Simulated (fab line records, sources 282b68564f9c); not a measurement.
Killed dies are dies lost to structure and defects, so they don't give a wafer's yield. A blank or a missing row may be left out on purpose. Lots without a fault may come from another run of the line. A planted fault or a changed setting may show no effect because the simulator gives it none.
Problem report in the 8D (eight disciplines) form, filled by code | flow rit_cmos | the parts of the form that need people (team, actions taken, sign-off) are left out

1. THE PROBLEM
killed_at_front_end at RIT_M1_PROBE_99 reads a mean of 71 on 6 wafers of 2 lots; wafers without a fault read 7 with a standard deviation of 3. That is +21 standard deviations from the usual mean.
First seen on wafer L238.1, day 8 03:25, on prober-01. The record holds 6 wafers of 2 lots with a number at this step. Rule for "out", or "out of limits": more than 4 standard deviations from the usual mean. The other wafers with a number count as sound.

2. WHAT IT IS AND WHAT IT IS NOT
question                    | is                                              | is not
which readings at this step | killed_at_front_end, killed_dies, killed_on_rim | killed_at_M0_to_M3, killed_at_contacts
which lots                  | L238, L239                                      | -
which wafers of those lots  | all that have a number                          | -
read on which tools         | prober-01, prober-02                            | -
when                        | from day 8 03:25                                | up to then (0 sound wafers)

3. SUSPECTS, AND WHAT RULES EACH OUT
Counting: a tool at a process step up to the reading stays a suspect if it ran every lot that is out and no sound lot after the first of them.
- furnace-03 at RIT_FOX2_OXIDATION_00 (target thk 350.7 nm, ox time 1158 s): kept. It ran every lot that is out, first L238 (day 6 00:37), and no sound lot after that.
Left after counting: furnace-03 at RIT_FOX2_OXIDATION_00.

4. THE CAUSE (what the simulator had put in)
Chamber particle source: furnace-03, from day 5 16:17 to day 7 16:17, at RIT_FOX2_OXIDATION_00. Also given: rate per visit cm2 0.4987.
Counting left only this tool.

5. THE CHAIN OF EFFECTS, in route order
Each row: a reading whose mean over the struck wafers that have a number lies more than 3 standard deviations from the usual. Only readings for which the record gives a usual standard deviation are gone through. hours: the time from each lot's start at the first step in this table that gives one to its start at this step, as a median over the lots. sigmas: the change in usual standard deviations.
hours | step            | reading             | usual | on struck wafers | change | sigmas
0     | RIT_M1_PROBE_99 | killed_at_front_end | 7     | 71               | +64    | +21
0     | RIT_M1_PROBE_99 | killed_dies         | 7     | 71               | +64    | +21
0     | RIT_M1_PROBE_99 | killed_on_rim       | 2.0   | 18.8             | +16.8  | +14
The process steps in it:
- RIT_M1_PROBE_99

6. WHAT WOULD HAVE CAUGHT IT SOONER
In this record the first reading out of limits was taken at day 8 03:25, 59 hours after the fault began at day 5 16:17.
Of the tool readings at RIT_FOX2_OXIDATION_00 for which the record gives a usual standard deviation, none was out on any struck wafer, so an alarm limit of 4 standard deviations on them would not have fired.
All the lots that are out (2) had begun RIT_FOX2_OXIDATION_00 on furnace-03 by day 8 03:25. A hold on the tool at that time would have spared none of them.
